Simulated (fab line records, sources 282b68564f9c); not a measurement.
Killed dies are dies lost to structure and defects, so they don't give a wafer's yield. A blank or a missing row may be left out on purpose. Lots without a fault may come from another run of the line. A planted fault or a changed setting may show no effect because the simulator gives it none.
fab line records | flow rit_cmos
record lots=14 wafers=42 last_day=7
route steps=202 shown PWELL@40 M1@202
lots that met no fault: from a run of the same line without faults
start_h: hours from the record's first day to the start of the lot's first wafer shown | wait_h: hours since the lot's step before | " the same as in the row above | L1.1+2: a row that stands for several wafers | - no value, or no start given | * or withheld: withheld | < > ~ a bound
route shown NAME@n: a module of which the file shows steps, and the number in the route of the first | usual: mean/standard deviation of fault-free wafers | same: alike in all rows | chamber/n: place in a boat | sites: the reading at each site | _std_site: their standard deviation | _edge_site: outer sites' mean less inner sites' | radius_mm: how far each site lies from the wafer's centre | mask NAME#n: copy n | behind: the tool/chamber that last shaped the wafer | hold: why the lot was held/for how many hours/how that ended | device: the transistor (n, p or np) that didn't switch | end of line: the same wafers' tests at the end of the route | a step without rows: its recipe alone | killed: dies lost to structure and defects at the first sort, not the wafer's yield | map: a wafer's dies, x killed, . not, _ none there
set.NAME: the setting as run; set.NAME@STEP: as run at that earlier step | model.NAME: the simulator's own value behind a step, which no gauge read
steps of the route over a sample of lots; a table a step, a row a wafer
## steps
# step RIT_PWELL_COAT_01
# recipe resist=NOVOLAK spin_rpm=2000 resist_thk_nm=1300
# usual dispense_pressure_kPa=48/3.8 resist_line_temp_C=22.99/0.11 spin_speed_rpm=2000.1/1.5
# columns lot.wafer tool chamber start_h wait_h dispense_pressure_kPa resist_line_temp_C spin_speed_rpm
L563.1 litho_track-01 0 22.04 0.1 56 23.12 2000.8
L563.5 " 0 " " 56 23.01 2000.8
L563.6 " 0 " " 56 23.19 2001.3
L564.1 litho_track-04 0 27.07 0.1 48 23.02 2000.9
L564.4 " 0 " " 48 22.92 1999.9
L564.5 " 0 " " 48 22.92 2000.4
L566.2 litho_track-01 0 36.44 0.1 56 22.87 2003.5
L566.3 " 0 " " 56 22.90 1998.5
L566.4 " 0 " " 56 22.96 2001.6
L567.1 litho_track-02 0 42.94 0.1 45 22.82 2001.0
L567.2 " 0 " " 45 22.93 1997.4
L567.3 " 0 " " 45 22.76 1999.0
L569.1 litho_track-04 0 52.37 0.1 48 22.79 1997.2
L569.4 " 0 " " 48 22.98 1999.5
L569.5 " 0 " " 48 23.01 1999.9
L570.1 litho_track-02 0 57.62 0.1 45 23.03 2002.0
L570.2 " 0 " " 45 23.06 2000.1
L570.5 " 0 " " 45 22.97 2001.5
L571.1 litho_track-04 0 61.20 0.1 48 22.87 1916.9
L571.2 " 0 " " 48 22.91 1917.1
L571.3 " 0 " " 48 22.94 1917.8
L572.2 litho_track-04 0 67.74 0.1 48 22.99 1920.1
L572.5 " 0 " " 48 22.95 1919.3
L572.6 " 0 " " 48 23.10 1919.8
L574.1 litho_track-02 0 79.02 0.1 45 23.07 1998.2
L574.2 " 0 " " 45 23.13 2000.0
L574.6 " 0 " " 45 22.98 2001.1
L581.2 litho_track-02 0 114.20 0.1 45 22.84 2001.1
L581.4 " 0 " " 45 23.14 2002.1
L581.6 " 0 " " 45 23.05 2001.8
L582.1 litho_track-02 0 118.39 0.1 45 22.83 1999.8
L582.2 " 0 " " 45 22.66 2000.9
L582.4 " 0 " " 45 22.65 2001.6
L584.2 litho_track-02 0 128.38 0.1 45 23.11 2001.0
L584.3 " 0 " " 45 23.05 1999.4
L584.6 " 0 " " 45 23.10 2003.2
L585.1 litho_track-04 0 134.30 0.1 47 22.93 2001.3
L585.3 " 0 " " 47 23.10 2000.8
L585.6 " 0 " " 47 22.95 2001.5
L586.1 litho_track-04 0 139.42 0.1 48 23.01 1999.6
L586.4 " 0 " " 47 23.04 2000.1
L586.6 " 0 " " 48 23.05 1999.8
# step RIT_M1_PROBE_99
# usual killed_at_M0_to_M3=0.0/0.14 killed_at_contacts=0.1/0.31 killed_at_front_end=7/3.2 killed_dies=7/3.2 killed_open=3.6/1.9 killed_short=3.6/2
# same gross_dies=264 killed_at_M4_up=0 killed_at_back_side=0 killed_at_other=0
# columns lot.wafer tool chamber start_h wait_h killed_at_M0_to_M3 killed_at_contacts killed_at_front_end killed_dies killed_open killed_short
L581.2 prober-02 - 152.39 0.1 0 0 7 7 2 5
L581.4 prober-02 - 152.49 0.2 0 1 6 7 2 5
L581.6 prober-02 - 152.59 0.2 0 0 5 5 3 2
# killed by level:class
L581.2 GATE:geometric_particle:short=3 FOX1:geometric_particle:short=1 REOX:geometric_particle:short=1 REOX:geometric_particle:open=1 SILICIDE:geometric_particle:open=1
L581.4 GATE:geometric_particle:short=3 FOX1:geometric_particle:short=1 SILICIDE:geometric_particle:short=1 SILICIDE:geometric_particle:open=1 CONTACT:geometric_particle:open=1
L581.6 GATE:geometric_particle:open=2 FOX1:geometric_particle:open=1 GATE:geometric_particle:short=1 REOX:geometric_particle:short=1
## key
first_sign step=RIT_PWELL_COAT_01 reading=spin_speed_rpm direction=down sigmas=54 usual=2000.1 struck=1918.5
effect none on later readings
met_at RIT_PWELL_COAT_01
struck_lots L571,L572
tester_left_out L571,L572
onset_between 52.37 61.20
fault kind=process_parameter_drift tool=litho_track-04 chamber=- onset_h=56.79 steps=RIT_PWELL_COAT_01 channel=spin_rpm offset=-80.667 shape=step end_h=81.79 acts_in=these_recipes_only stated=2000
# tester_left_out: of these lots the tester's yield and bins aren't shown, on N5 and GAA mostly nor the transistor test; their killed dies are dies lost to structure and defects alone, not to doping, threshold or leakage, so they don't give the yield
